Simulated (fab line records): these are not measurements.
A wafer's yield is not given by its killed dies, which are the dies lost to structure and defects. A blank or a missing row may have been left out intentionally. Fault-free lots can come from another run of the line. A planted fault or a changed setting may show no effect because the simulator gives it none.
Problem report, 8D (eight disciplines) form, completed by code :: flow ritCmos :: the parts of the form that need people (team, actions taken, sign-off) are left out

1. WHAT IS WRONG
GATE_OXIDE_THK at RIT_GATE_THK_MEAS_07 reads a mean of 3.44 nm on 9 wafers of 3 lots; wafers without a fault read 3.00 nm with a standard deviation of 0.062. Relative to the usual mean, that is a shift of +7.2 standard deviations.
Seen first at day 3 20:37 on filmMetro-04, wafer L532.3. Wafers with a number at this step in the record: 45, from 15 lots. The rule behind "out" and "out of limits": a value lying over 4 standard deviations away from the usual mean. The rest of the wafers with a number are treated as sound.

2. WHAT IT IS AND WHAT IT IS NOT
question: which readings at this step
is: GATE_OXIDE_THK
is not: -

question: which lots
is: L532, L533, L536
is not: L526, L527, L528, L529, L531, L535, L543, L544, L545, L546, L547, L548

question: which wafers of those lots
is: all that have a number
is not: -

question: read on which gauges
is: filmMetro-01, filmMetro-04
is not: filmMetro-03

question: when
is: from day 3 20:37
is not: up to then (15 sound wafers); but 21 sound wafers of L535, L543, L544, L545, L546, L547, L548 came after

3. WHAT RULES OUT EACH SUSPECT
Counting: a tool stays on the suspect list if, at a process step up to the reading, it processed all lots that are out and no sound lot following the first of them.
- the gauge at RIT_GATE_THK_MEAS_07 has been ruled out. Those wafers that are out were read across 2 gauges (filmMetro-01, filmMetro-04).
- furnace-02 at RIT_GATE_OXIDATION_05 (target thk 3 nm, ox time 270 s): ruled out as a lasting fault. Sound lots L547 ran on it after its first lot that is out, L532 (day 3 19:16).
Left after counting: nothing in the record.

4. THE CAUSE (what the simulator had put in)
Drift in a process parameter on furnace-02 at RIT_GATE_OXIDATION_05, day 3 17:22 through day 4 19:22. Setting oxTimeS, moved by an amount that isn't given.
It was ruled out by counting, in error; the rule expects a fault to strike all lots run on its tool from its start on, and this fault did not.

5. THE CHAIN OF EFFECTS, in route order
Rows list readings where the struck wafers' mean (over those with a number) sits beyond 3 standard deviations from the usual. Only readings for which the record gives a usual standard deviation are gone through. hours: the time from each lot's start at the first step in this table that gives one to its start at this step, as a median over the lots. sigmas: the change in usual standard deviations.
hours: 0
step: RIT_GATE_THK_MEAS_07
reading: GATE_OXIDE_THK
usual: 3.00 nm
on struck wafers: 3.44
change: +0.44
sigmas: +7.2

6. WHAT WOULD HAVE CAUGHT IT SOONER
Counted from the fault's start at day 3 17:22, it took 3 hours until the first out-of-limits reading at a measuring or inspecting step in this record, taken at day 3 20:37.
Tool readings at RIT_GATE_OXIDATION_05 with a usual standard deviation given in the record: none out on any struck wafer, hence no alarm at a limit of 4 standard deviations on them.
